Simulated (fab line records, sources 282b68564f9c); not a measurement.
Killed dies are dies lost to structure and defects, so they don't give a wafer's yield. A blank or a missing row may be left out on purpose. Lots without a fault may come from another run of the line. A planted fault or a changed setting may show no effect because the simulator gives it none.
Which tool did it? | flow rit_cmos | 14 lots, 42 wafers sampled, at 2 steps of a route of 202

WHAT THE GAUGES READ, wafer by wafer
RIT_NSD_TW_MEAS_10. Usual: NSD_TW 3100, standard deviation 51.
lot  | measured    | on            | NSD_TW         | flag
L313 | day 3 00:47 | film_metro-04 | 3110 3116 3124 |
L314 | day 3 05:53 | film_metro-01 | 3035 3024 3020 |
L315 | day 3 10:41 | film_metro-01 | 3022 3034 3021 |
L316 | day 3 18:52 | film_metro-04 | 3154 3118 3126 |
L317 | day 3 20:44 | film_metro-02 | 3127 3144 3138 |
L319 | day 4 06:03 | film_metro-04 | 3151 3138 3138 |
L320 | day 4 10:00 | film_metro-04 | 3145 3143 3147 |
L324 | day 5 06:23 | film_metro-02 | 3135 3139 3127 |
L325 | day 5 13:17 | film_metro-02 | 3144 3138 3135 |
L329 | day 6 06:47 | film_metro-04 | 3145 3145 3125 |
L332 | day 6 23:04 | film_metro-01 | 3044 3042 3047 |
L333 | day 7 04:06 | film_metro-01 | 3044 3035 3028 |
L335 | day 7 12:37 | film_metro-01 | 3043 3042 3051 |
L336 | day 7 20:14 | film_metro-01 | 3026 3042 3056 |

WHICH TOOL RAN EACH LOT (tool, then ch and the chambers of the sampled wafers, then the start)
lot  | RIT_PLDD_STRIP_09
L313 | plasma_asher-01 ch 0,1, day 2 20:36
L314 | plasma_asher-01 ch 0,1, day 3 01:47
L315 | plasma_asher-02 ch 0,1, day 3 06:00
L316 | plasma_asher-04 ch 0,1, day 3 14:35
L317 | plasma_asher-04 ch 0,1, day 3 16:16
L319 | plasma_asher-02 ch 0,1, day 4 01:55
L320 | plasma_asher-04 ch 0,1, day 4 05:47
L324 | plasma_asher-01 ch 0,1, day 5 02:17
L325 | plasma_asher-02 ch 0,1, day 5 09:04
L329 | plasma_asher-02 ch 1, day 6 02:25
L332 | plasma_asher-01 ch 0,1, day 6 18:51
L333 | plasma_asher-02 ch 0,1, day 6 23:20
L335 | plasma_asher-02 ch 0,1, day 7 08:32
L336 | plasma_asher-02 ch 0,1, day 7 16:08
- RIT_PLDD_STRIP_09: strips in O2, time 180 s.

WHAT THE TOOLS THEMSELVES READ (means of the sampled wafers that have a number; where no wafer has one, the mark that the record gives instead)
RIT_PLDD_STRIP_09. Usual: drypump_motor_current_A 5.7 A, standard deviation 0.48.
lot  | tool            | drypump_motor_current_A (A) | flag
L313 | plasma_asher-01 | 5.9                         |
L314 | plasma_asher-01 | 5.9                         |
L315 | plasma_asher-02 | 5.3                         |
L316 | plasma_asher-04 | 5.8                         |
L317 | plasma_asher-04 | 5.8                         |
L319 | plasma_asher-02 | 5.7                         |
L320 | plasma_asher-04 | 5.8                         |
L324 | plasma_asher-01 | 5.9                         |
L325 | plasma_asher-02 | 5.3                         |
L329 | plasma_asher-02 | 4.9                         |
L332 | plasma_asher-01 | 5.9                         |
L333 | plasma_asher-02 | 5.3                         |
L335 | plasma_asher-02 | 5.7                         |
L336 | plasma_asher-02 | 5.3                         |

THE ANSWER, worked out from the rows above alone
Rule: a lot is off if the mean of its wafers that have a number lies more than 3 standard deviations from the usual mean. A lot without any number at a reading at which 4 lots or more have one is off too. The other lots that the step has rows for count as sound. The gauges are gone through in route order, then the tools' own readings, and for those a lot's mean is taken as printed above. The first step at which some lot is off is used, and at that step the reading that is off furthest; a lot without a number counts as furthest.
No lot is off at any reading shown: from this, nothing can be told.

WHAT THE SIMULATOR HAD PUT IN
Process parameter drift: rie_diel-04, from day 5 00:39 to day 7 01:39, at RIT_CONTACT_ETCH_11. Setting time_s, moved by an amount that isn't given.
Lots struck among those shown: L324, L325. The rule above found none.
